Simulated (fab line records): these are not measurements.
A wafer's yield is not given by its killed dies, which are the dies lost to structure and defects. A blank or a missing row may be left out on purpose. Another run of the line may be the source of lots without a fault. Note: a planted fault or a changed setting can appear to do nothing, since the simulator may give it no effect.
The tool behind it: which one? -- flow ritCmos -- 14 lots with 42 wafers sampled at 4 steps, on a route of 202 steps

WHAT EACH GAUGE READ, for each wafer
RIT_PLDD_OVL_MEAS_06. Usual: PLDD_OVL typically reads 0.8 nm, with standard deviation 1.4.
lot,measured,on,PLDD_OVL (nm),flag
L866,day 4 07:58,overlay-01,3.2 2.3 2.7,
L867,day 4 11:52,overlay-02,-0.8 -1.6 -2.7,
L868,day 4 14:33,overlay-01,0.3 1.0 -0.4,
L869,day 4 20:20,overlay-02,3.3 2.0 3.3,
L870,day 4 20:31,overlay-01,2.1 -0.3 1.1,
L871,day 5 14:31,overlay-01,0.5 0.8 0.1,
L872,day 5 14:45,overlay-02,-0.9 1.1 0.1,
L874,day 5 19:21,overlay-02,0.1 0.5 -0.4,
L873,day 5 22:28,overlay-02,3.1 2.3 2.5,
L878,day 6 07:57,overlay-01,-0.8 0.1 -1.7,
L879,day 6 08:17,overlay-02,2.1 1.9 2.6,
L880,day 6 18:29,overlay-01,-0.1 -0.9 1.6,
L886,day 7 12:25,overlay-02,2.5 1.7 -0.3,
L887,day 7 19:50,overlay-01,0.7 1.8 2.3,

RIT_SDANNEAL_RS_MEAS_04: a four-point-probe measurement. Usual: PSD_RS typically reads 115.79 ohm/sq, with standard deviation 0.26.
lot,measured,on,PSD_RS (ohm/sq),flag
L866,day 4 14:50,filmMetro-03,115.74 115.50 115.66,
L867,day 4 18:35,filmMetro-03,115.67 115.64 115.59,
L868,day 4 21:05,filmMetro-03,115.90 115.97 116.07,
L869,day 5 03:19,filmMetro-03,115.74 115.88 115.89,
L870,day 5 03:41,filmMetro-01,115.37 115.16 115.61,
L871,day 5 22:09,filmMetro-03,115.66 115.37 115.61,
L872,day 5 22:18,filmMetro-02,115.88 116.00 115.96,
L874,day 6 02:10,filmMetro-03,115.54 115.84 115.37,
L873,day 6 06:38,filmMetro-01,116.12 115.66 115.57,
L878,day 6 15:26,filmMetro-01,120.30 120.23 120.77,OFF
L879,day 6 16:12,filmMetro-03,120.33 120.24 120.23,OFF
L880,day 7 01:05,filmMetro-02,115.96 115.58 115.43,
L886,day 7 20:25,filmMetro-02,115.52 115.44 115.27,
L887,day 8 02:29,filmMetro-01,115.53 115.55 115.32,

EACH LOT AND THE TOOL THAT RAN IT (in order: tool; ch and the chambers of the sampled wafers; start)
lot,RIT_NLDD_STRIP_09,RIT_PSD_IMPLANT_08
L866,"plasmaAsher-03 ch 0,1, day 4 06:46","implanter-01 ch 0, day 4 14:02"
L867,"plasmaAsher-03 ch 0,1, day 4 10:31","implanter-01 ch 0, day 4 17:46"
L868,"plasmaAsher-04 ch 0,1, day 4 13:20","implanter-01 ch 0, day 4 20:16"
L869,"plasmaAsher-03 ch 0,1, day 4 19:10","implanter-04 ch 0, day 5 02:29"
L870,"plasmaAsher-04 ch 0,1, day 4 19:25","implanter-03 ch 0, day 5 02:50"
L871,"plasmaAsher-01 ch 0,1, day 5 13:16","implanter-03 ch 0, day 5 21:20"
L872,"plasmaAsher-04 ch 0,1, day 5 13:31","implanter-04 ch 0, day 5 21:29"
L874,"plasmaAsher-04 ch 0,1, day 5 18:11","implanter-01 ch 0, day 6 01:22"
L873,"plasmaAsher-01 ch 1, day 5 21:05","implanter-03 ch 0, day 6 05:50"
L878,"plasmaAsher-03 ch 0,1, day 6 06:44","implanter-01 ch 0, day 6 14:36"
L879,"plasmaAsher-04 ch 0,1, day 6 06:59","implanter-01 ch 0, day 6 15:11"
L880,"plasmaAsher-01 ch 0,1, day 6 17:04","implanter-04 ch 0, day 7 00:16"
L886,"plasmaAsher-03 ch 0,1, day 7 11:10","implanter-03 ch 0, day 7 19:35"
L887,"plasmaAsher-01 ch 0, day 7 18:43","implanter-03 ch 0, day 8 01:38"
- RIT_NLDD_STRIP_09: strips in O2, time 180 s.
- RIT_PSD_IMPLANT_08

WHAT THE TOOLS THEMSELVES READ (means of the sampled wafers that have a number; where no wafer has one, the mark that the record gives instead)
RIT_NLDD_STRIP_09. Usual: drypumpMotorCurrentA reads 5.4 A (standard deviation 0.45).
lot,tool,drypumpMotorCurrentA (A),flag
L866,plasmaAsher-03,5.0,
L867,plasmaAsher-03,5.4,
L868,plasmaAsher-04,5.3,
L869,plasmaAsher-03,5.4,
L870,plasmaAsher-04,5.1,
L871,plasmaAsher-01,5.9,
L872,plasmaAsher-04,5.1,
L874,plasmaAsher-04,5.1,
L873,plasmaAsher-01,5.7,
L878,plasmaAsher-03,5.0,
L879,plasmaAsher-04,5.3,
L880,plasmaAsher-01,5.8,
L886,plasmaAsher-03,5.4,
L887,plasmaAsher-01,6.0,

RIT_PSD_IMPLANT_08. Usual: beamEnergyKeV reads 26.999 (standard deviation 0.0079).
lot,tool,beamEnergyKeV,flag
L866,implanter-01,26.999,
L867,implanter-01,27.007,
L868,implanter-01,26.994,
L869,implanter-04,27.003,
L870,implanter-03,26.996,
L871,implanter-03,27.003,
L872,implanter-04,26.992,
L874,implanter-01,27.007,
L873,implanter-03,27.003,
L878,implanter-01,25.105,OFF
L879,implanter-01,25.104,OFF
L880,implanter-04,27.002,
L886,implanter-03,26.988,
L887,implanter-03,27.002,

THE ANSWER, worked out from the rows above alone
Rule: a lot counts as off when the mean over its wafers that have a number is more than 3 standard deviations away from the usual mean. A lot without any number at a reading at which 4 lots or more have one is off too. All remaining lots with rows at the step are treated as sound. After the gauges, taken in route order, come the tools' own readings; for these a lot's mean is taken, as printed above. At the first step where some lot is off, the reading lying furthest off is the one used; lots without a number count as furthest.
Off: L878, L879, seen at RIT_SDANNEAL_RS_MEAS_04 (PSD_RS).
If a tool, at a process step before that reading, ran all the lots that are off and no sound lot after the first of them, it fits. The gauges at RIT_SDANNEAL_RS_MEAS_04 aren't tried: what is off there is off at RIT_PSD_IMPLANT_08 too, on other tools, and a gauge's error can't cause that. One fits: implanter-01 at RIT_PSD_IMPLANT_08. Its last sound lot is L874 (day 6 01:22), its first lot that is off L878 (day 6 14:36): a fault that began between those two fits.
On the lots that are off, the tool's own readings at RIT_PSD_IMPLANT_08 differ by more than 5 times the standard deviation of the sound lots' means, which bears it out; beamEnergyKeV reads 25.105 there versus 27.000 on the sound lots.

WHAT WAS PUT IN BY THE SIMULATOR
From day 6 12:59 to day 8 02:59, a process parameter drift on implanter-01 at RIT_PSD_IMPLANT_08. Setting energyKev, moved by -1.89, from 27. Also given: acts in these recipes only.
Struck lots among those shown: L878, L879. The same result came from the rule above.
